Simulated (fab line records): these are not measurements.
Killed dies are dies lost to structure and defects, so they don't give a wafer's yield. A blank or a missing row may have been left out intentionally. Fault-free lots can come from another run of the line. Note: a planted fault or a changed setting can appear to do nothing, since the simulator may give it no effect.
Matching of chambers	flow berkeley_cmos170	UCB170_GATE_ETCH_14 on rie_diel-03: 4 sister chambers
The step etches BARC in N2/H2. 14 wafers are shown with their chamber, then 7 later ones without.

== WAFERS PAIRED WITH THEIR CHAMBERS ==
wafer	chamber	throttle_valve_pct (%)	oes_product_au (a.u.)	chamber_pressure_mTorr (mTorr)
L171.1	2	13.16	0.990	29.962
L171.3	3	13.67	1.005	29.995
L171.6	2	13.15	0.994	29.980
L173.2	0	13.47	1.048	30.029
L173.3	3	13.66	1.003	29.963
L173.6	3	13.66	1.001	29.993
L176.1	1	13.15	0.970	30.000
L176.2	2	13.15	0.995	30.043
L176.5	0	13.45	1.040	30.011
L181.2	3	13.68	0.997	30.017
L181.4	2	13.17	0.982	30.047
L181.5	1	13.15	0.984	30.006
L188.3	3	13.68	1.004	30.001
L188.5	3	13.67	0.996	29.956

SIGNATURES, as means of the wafers listed above
reading	chamber 0	chamber 1	chamber 2	chamber 3	scatter within a chamber
throttle_valve_pct	13.4600	13.1500	13.1575	13.6700	0.00935
oes_product_au	1.04400	0.97700	0.99025	1.00100	0.00552
chamber_pressure_mTorr	30.02000	30.00300	30.00800	29.98750	0.0293
Rule: for each reading, subtract the chamber's mean from the wafer's reading, divide by that reading's scatter and square the result; add these up over the readings and take the root, which gives the wafer's distance from the chamber. The wafer belongs to the nearest chamber; if the next one is less than 2 further off, it can't be placed. The scatter: the root of (the sum of the squares of (reading less its chamber's mean) over the shown wafers, divided by (wafers less chambers)).

== WAFERS WHOSE CHAMBER IS MISSING ==
wafer	throttle_valve_pct (%)	oes_product_au (a.u.)	chamber_pressure_mTorr (mTorr)
L188.6	13.14	0.996	30.023
L190.1	13.47	1.057	29.986
L190.3	13.66	1.005	30.010
L190.6	13.15	1.004	29.968
L194.1	13.14	0.988	29.951
L194.2	13.14	0.990	30.027
L194.4	13.68	1.002	30.009

== WHICH CHAMBER EACH ONE RAN IN ==
wafer	from the rows above	in truth
L188.6	can't be placed: 2 or 1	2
L190.1	0	0
L190.3	3	3
L190.6	2	2
L194.1	can't be placed: 2 or 1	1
L194.2	can't be placed: 2 or 1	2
L194.4	3	3
Placed correctly: 4 of 7. Cannot be placed on the basis of these rows: 3; the candidates contain the true chamber in 3. 0 placed wrongly.
